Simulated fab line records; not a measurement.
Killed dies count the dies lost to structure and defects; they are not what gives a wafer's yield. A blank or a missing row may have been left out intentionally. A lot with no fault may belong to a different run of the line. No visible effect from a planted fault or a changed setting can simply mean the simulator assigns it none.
fab line records | flow ritCmos
record lots=6 wafers=18 lastDay=7
route steps=202 shown NSD@141 PSD@142 SDANNEAL@153 M1@202
lots that met no fault: from a run of the same line without faults
startH: hours from the record's opening day to when the first of the lot's shown wafers began | waitH: hours since the lot's step before | " same as the row above | L1.1+2: one row covering several wafers at once | - no value present, or no start provided | * or withheld: withheld | < > ~ a bound
route shown NAME@n: names a module that has steps shown in the file, with the first one's number in the route | usual: average and standard deviation across the fault-free wafers | same: alike in all rows | chamber/n: place in a boat | sites: per-site readings | _std_site: their standard deviation | _edge_site: inner sites' mean taken away from outer sites' mean | radiusMm: for every site, how far away it sits from the centre of the wafer | mask NAME#n: copy n | behind: the most recent tool/chamber to have shaped the wafer | hold: reason for holding the lot/hours on hold/outcome of the hold | device: the transistor (n, p or np) that didn't switch | end of line: tests run on the same wafers once the route is complete | a step given without rows: its recipe and nothing more | killed: count of dies lost to structure and defects at first sort (not the wafer's yield) | map: dies across one wafer; x = killed, . = not, _ = none there
set.NAME: the setting that was run; set.NAME@STEP: the one run at that earlier step | model.NAME: the simulator's own value behind a step, which no gauge read
lots at selected steps of the route; one table per step, one row per wafer
services: when a tool's chamber went out of use (startH, in hours from the record's first day, below 0 if earlier), for how many hours, and the reason
## steps
# step RIT_NSD_TW_MEAS_10
# usual NSD_TW=3120/24
# columns lot.wafer tool chamber startH waitH NSD_TW
L500.2 filmMetro-04 - 50.11 0.1 3140
L500.5 " - " " 3144
L500.6 " - " " 3127
L512.1 filmMetro-01 - 107.01 0.1 3156
L512.3 " - " " 3158
L512.6 " - " " 3153
L513.1 filmMetro-02 - 111.50 0.1 3091
L513.3 " - " " 3114
L513.6 " - " " 3103
L519.1 filmMetro-01 - 147.79 0.1 3122
L519.3 " - " " 3145
L519.6 " - " " 3138
L520.4 filmMetro-02 - 152.07 0.1 3091
L520.5 " - " " 3079
L520.6 " - " " 3103
L521.1 filmMetro-01 - 157.09 0.1 3137
L521.3 " - " " 3151
L521.6 " - " " 3151
# step RIT_PSD_HMDS_00
# recipe primeTimeS=60 primeTempC=140
# step RIT_PSD_COAT_01
# recipe resist=NOVOLAK spinRpm=3250 resistThkNm=1000
# step RIT_PSD_SOFTBAKE_02
# recipe resist=NOVOLAK tempC=90 timeS=60
# step RIT_PSD_EXPOSE_03
# recipe maskId=M10 na=0.57 targetCdNm=40900 doseMj=250
# step RIT_PSD_PEB_04
# recipe resist=NOVOLAK tempC=withheld timeS=withheld
# step RIT_PSD_DEVELOP_05
# recipe resist=NOVOLAK developTimeS=50 devTempC=23
# step RIT_PSD_OVL_MEAS_06
# usual PSD_OVL=0.1/1.3
# columns lot.wafer tool chamber startH waitH PSD_OVL[nm]
L500.2 overlay-01 - 51.18 - -1.4
L500.5 " - " " -3.3
L500.6 " - " " -0.5
L512.1 overlay-01 - 107.92 - -1.0
L512.3 " - " " -2.3
L512.6 " - " " 0.4
L513.1 overlay-02 - 112.64 - 0.6
L513.3 " - " " 1.7
L513.6 " - " " 0.8
L519.1 overlay-02 - 148.70 - 0.1
L519.3 " - " " 0.5
L519.6 " - " " 1.3
L520.4 overlay-02 - 153.14 - 0.9
L520.5 " - " " 0.6
L520.6 " - " " 1.0
L521.1 overlay-02 - 158.00 - -1.5
L521.3 " - " " -1.0
L521.6 " - " " 0.6
# step RIT_PSD_HARDBAKE_07
# recipe resist=NOVOLAK tempC=140 timeS=60
# step RIT_PSD_IMPLANT_08
# recipe species=BF2 energyKev=27 doseCm2=5e+15 tiltDeg=7
# step RIT_PSD_STRIP_09
# recipe chemistry=O2 timeS=180 resist=NOVOLAK platenTempC=withheld powerW=500 pressureMtorr=4000 o2FlowSccm=4000
# usual drypumpMotorCurrentA=5.5/0.41 o2FlowSccm=4000/12
# columns lot.wafer tool chamber startH waitH drypumpMotorCurrentA o2FlowSccm rfHoursCounterH
L500.2 plasmaAsher-01 0 51.51 0.1 5.1 4018 42
L500.5 " 1 " " 6.0 3996 -
L500.6 " 0 " " 5.1 4014 -
L512.1 plasmaAsher-03 0 108.26 0.1 5.0 3994 45
L512.3 " 0 " " 5.0 3993 -
L512.6 " 1 " " 6.0 3994 -
L513.1 plasmaAsher-01 0 112.98 0.1 5.1 3994 49
L513.3 " 1 " " 5.9 3996 -
L513.6 " 1 " " 5.9 3989 -
L519.1 plasmaAsher-01 1 149.04 0.1 6.0 4019 53
L519.3 " 0 " " 5.1 3989 -
L519.6 " 1 " " 5.9 4002 -
L520.4 plasmaAsher-02 1 153.51 0.1 5.7 4006 -
L520.5 " 0 " " 5.6 3999 -
L520.6 " 1 " " 5.7 4010 -
L521.1 plasmaAsher-03 0 158.34 0.1 5.0 3988 3
L521.3 " 0 " " 5.0 3983 -
L521.6 " 1 " " 6.0 4002 -
# step RIT_PSD_TW_MEAS_10
# usual PSD_TW=3455/27
# columns lot.wafer tool chamber startH waitH PSD_TW
L500.2 filmMetro-04 - 51.70 0.1 3463
L500.5 " - " " 3444
L500.6 " - " " 3433
L512.1 filmMetro-04 - 108.43 0.1 3455
L512.3 " - " " 3469
L512.6 " - " " 3470
L513.1 filmMetro-01 - 113.15 0.1 3468
L513.3 " - " " 3466
L513.6 " - " " 3469
L519.1 filmMetro-02 - 149.23 0.1 3432
L519.3 " - " " 3425
L519.6 " - " " 3415
L520.4 filmMetro-02 - 153.66 0.1 3411
L520.5 " - " " 3399
L520.6 " - " " 3410
L521.1 filmMetro-02 - 158.51 0.1 3410
L521.3 " - " " 3424
L521.6 " - " " 3406
# step RIT_SDANNEAL_CLEAN_00
# recipe chemistry=SC1 mix=3:3:50 timeS=600 tempC=75
# usual bathGuardTempC=74.8/0.47 bathHeatDutyPct=16.2/1.4
# columns lot.wafer tool chamber startH waitH bathGuardTempC bathHeatDutyPct
L500.2 wetBench-03 2 51.75 0.0 74.9 16.0
L500.5 " 2 " " 75.1 17.4
L500.6 " 2 " " 75.0 18.5
L512.1 wetBench-01 3 108.49 0.1 - -
L512.3 " 3 " " - -
L512.6 " 3 " " - -
L513.1 wetBench-04 0 113.21 0.1 - -
L513.3 " 0 " " - -
L513.6 " 0 " " - -
L519.1 wetBench-01 1 149.29 0.1 74.4 14.3
L519.3 " 1 " " 74.1 14.7
L519.6 " 1 " " 74.8 14.6
L520.4 wetBench-04 2 153.69 0.0 74.8 16.8
L520.5 " 2 " " 74.8 16.4
L520.6 " 2 " " 74.4 16.7
L521.1 wetBench-01 2 158.57 0.1 75.0 17.2
L521.3 " 2 " " 74.8 16.5
L521.6 " 2 " " 74.6 16.3
# step RIT_SDANNEAL_CLEAN_01
# recipe chemistry=dHF dilution=50:1 timeS=30
# step RIT_M1_PROBE_99
# usual killed_at_M0_to_M3=0.0/0.16 killedAtFrontEnd=6.7/2.9 killedDies=6.8/2.9 killedOpen=3.5/1.8 killedShort=3.3/2.1
# same grossDies=264 killed_at_M4_up=0 killedAtBackSide=0 killedAtContacts=0 killedAtOther=0
# columns lot.wafer tool chamber startH waitH killed_at_M0_to_M3 killedAtFrontEnd killedDies killedOpen killedShort
L500.2 prober-02 - 59.58 0.1 0 7 7 2 5
L500.5 prober-02 - 59.73 0.2 0 8 8 6 2
L500.6 prober-02 - 59.78 0.2 0 2 2 1 1
L512.1 prober-02 - 120.10 0.1 0 9 9 6 3
L512.3 prober-02 - 120.20 0.2 0 8 8 3 5
L512.6 prober-02 - 120.35 0.2 0 11 11 4 7
L513.1 prober-01 - 121.85 0.1 0 5 5 4 1
L513.3 prober-01 - 121.95 0.2 0 10 10 6 4
L513.6 prober-01 - 122.10 0.2 0 5 5 5 0
L519.1 prober-02 - 157.36 0.1 0 11 11 6 5
L519.3 prober-02 - 157.46 0.2 0 6 6 2 4
L519.6 prober-02 - 157.61 0.2 0 8 8 4 4
L520.4 prober-01 - 161.57 0.2 0 7 7 5 2
L520.5 prober-01 - 161.62 0.2 1 5 6 3 3
L520.6 prober-01 - 161.67 0.2 0 5 5 1 4
L521.1 prober-02 - 166.54 0.1 0 8 8 1 7
L521.3 prober-02 - 166.64 0.2 0 7 7 3 4
L521.6 prober-02 - 166.79 0.2 0 7 7 5 2
# killed by level:class
L500.2 REOX:geometricParticle:short=2 FOX2:geometricParticle:short=1 FOX2:geometricParticle:open=1 GATE:geometricParticle:short=1 REOX:geometricParticle:open=1 SPACER:geometricParticle:short=1
L500.5 GATE:geometricParticle:open=3 FOX2:geometricParticle:open=2 FOX2:geometricParticle:short=1 REOX:geometricParticle:open=1 SPACER:geometricParticle:short=1
L500.6 GATE:geometricParticle:short=1 REOX:geometricParticle:open=1
L512.1 GATE:geometricParticle:open=3 FOX1:geometricParticle:open=2 FOX1:geometricParticle:short=2 REOX:geometricParticle:short=1 SILICIDE:geometricParticle:open=1
L512.3 GATE:geometricParticle:short=4 FOX1:geometricParticle:open=1 FOX2:geometricParticle:open=1 GATE:geometricParticle:open=1 REOX:geometricParticle:short=1
L512.6 FOX2:geometricParticle:short=3 GATE:geometricParticle:short=2 FOX1:geometricParticle:open=1 GATE:geometricParticle:open=1 REOX:geometricParticle:short=1 REOX:geometricParticle:open=1 SPACER:geometricParticle:open=1 SILICIDE:geometricParticle:short=1
L513.1 FOX2:geometricParticle:short=1 GATE:geometricParticle:open=1 REOX:geometricParticle:open=1 SPACER:geometricParticle:open=1 SILICIDE:geometricParticle:open=1
L513.3 SILICIDE:geometricParticle:open=3 REOX:geometricParticle:open=2 SILICIDE:geometricParticle:short=2 GATE:geometricParticle:short=1 SPACER:geometricParticle:open=1 SPACER:geometricParticle:short=1
L513.6 GATE:geometricParticle:open=3 FOX2:geometricParticle:open=1 SILICIDE:geometricParticle:open=1
L519.1 SILICIDE:geometricParticle:open=3 FOX1:geometricParticle:short=2 GATE:geometricParticle:open=2 SILICIDE:geometricParticle:short=2 GATE:geometricParticle:short=1 REOX:geometricParticle:open=1
L519.3 FOX1:geometricParticle:short=2 GATE:geometricParticle:open=1 GATE:geometricParticle:short=1 SPACER:geometricParticle:short=1 SPACER:geometricParticle:open=1
L519.6 GATE:geometricParticle:open=3 GATE:geometricParticle:short=3 SILICIDE:geometricParticle:short=1 SILICIDE:geometricParticle:open=1
L520.4 FOX1:geometricParticle:short=2 FOX1:geometricParticle:open=2 GATE:geometricParticle:open=1 REOX:geometricParticle:open=1 SPACER:geometricParticle:open=1
L520.5 FOX1:geometricParticle:short=2 FOX1:geometricParticle:open=1 REOX:geometricParticle:short=1 SPACER:geometricParticle:open=1 M1:geometricParticle:open=1
L520.6 SILICIDE:geometricParticle:short=2 GATE:geometricParticle:short=1 SPACER:geometricParticle:short=1 SILICIDE:geometricParticle:open=1
L521.1 FOX1:geometricParticle:short=2 REOX:geometricParticle:short=2 ACTIVE:geometricParticle:short=1 GATE:geometricParticle:short=1 SPACER:geometricParticle:open=1 SILICIDE:geometricParticle:short=1
L521.3 GATE:geometricParticle:short=3 ACTIVE:geometricParticle:open=1 FOX1:geometricParticle:open=1 FOX1:geometricParticle:short=1 GATE:geometricParticle:open=1
L521.6 SILICIDE:geometricParticle:open=2 FOX1:geometricParticle:open=1 FOX2:geometricParticle:open=1 REOX:geometricParticle:short=1 SPACER:geometricParticle:open=1 SILICIDE:geometricParticle:short=1
## services
# columns tool chamber startH hours kind
plasmaAsher-02 - 86.70 8.5 repair
wetBench-04 - 98.42 3.7 repair
plasmaAsher-02 - 108.22 1.9 repair
plasmaAsher-03 - 108.75 9.0 pm
plasmaAsher-03 0 108.75 9.0 ventCycle
plasmaAsher-03 1 108.75 9.0 ventCycle
plasmaAsher-01 - 115.41 1.7 repair
plasmaAsher-03 0 117.75 - clean
plasmaAsher-03 1 117.75 - clean
plasmaAsher-03 - 129.50 4.1 repair
plasmaAsher-03 - 135.38 6.6 repair
wetBench-04 - 158.48 1.9 repair
## key
firstSign step=RIT_SDANNEAL_CLEAN_00 reading=toolRecord direction=missing
effect none on later readings
metAt RIT_SDANNEAL_CLEAN_00
struckWafers L512.1,L512.3,L512.6,L513.1,L513.3,L513.6
testerLeftOut L512,L513
fault kind=skippedStepWhole tool=wetBench-01,wetBench-04 chamber=- onsetH=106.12 steps=RIT_SDANNEAL_CLEAN_00 scope=struckLotsOnly
# testerLeftOut: of these lots the tester's yield and bins aren't shown, on N5 and GAA mostly nor the transistor test; their killed dies are dies lost to structure and defects alone, not to doping, threshold or leakage, so they don't give the yield
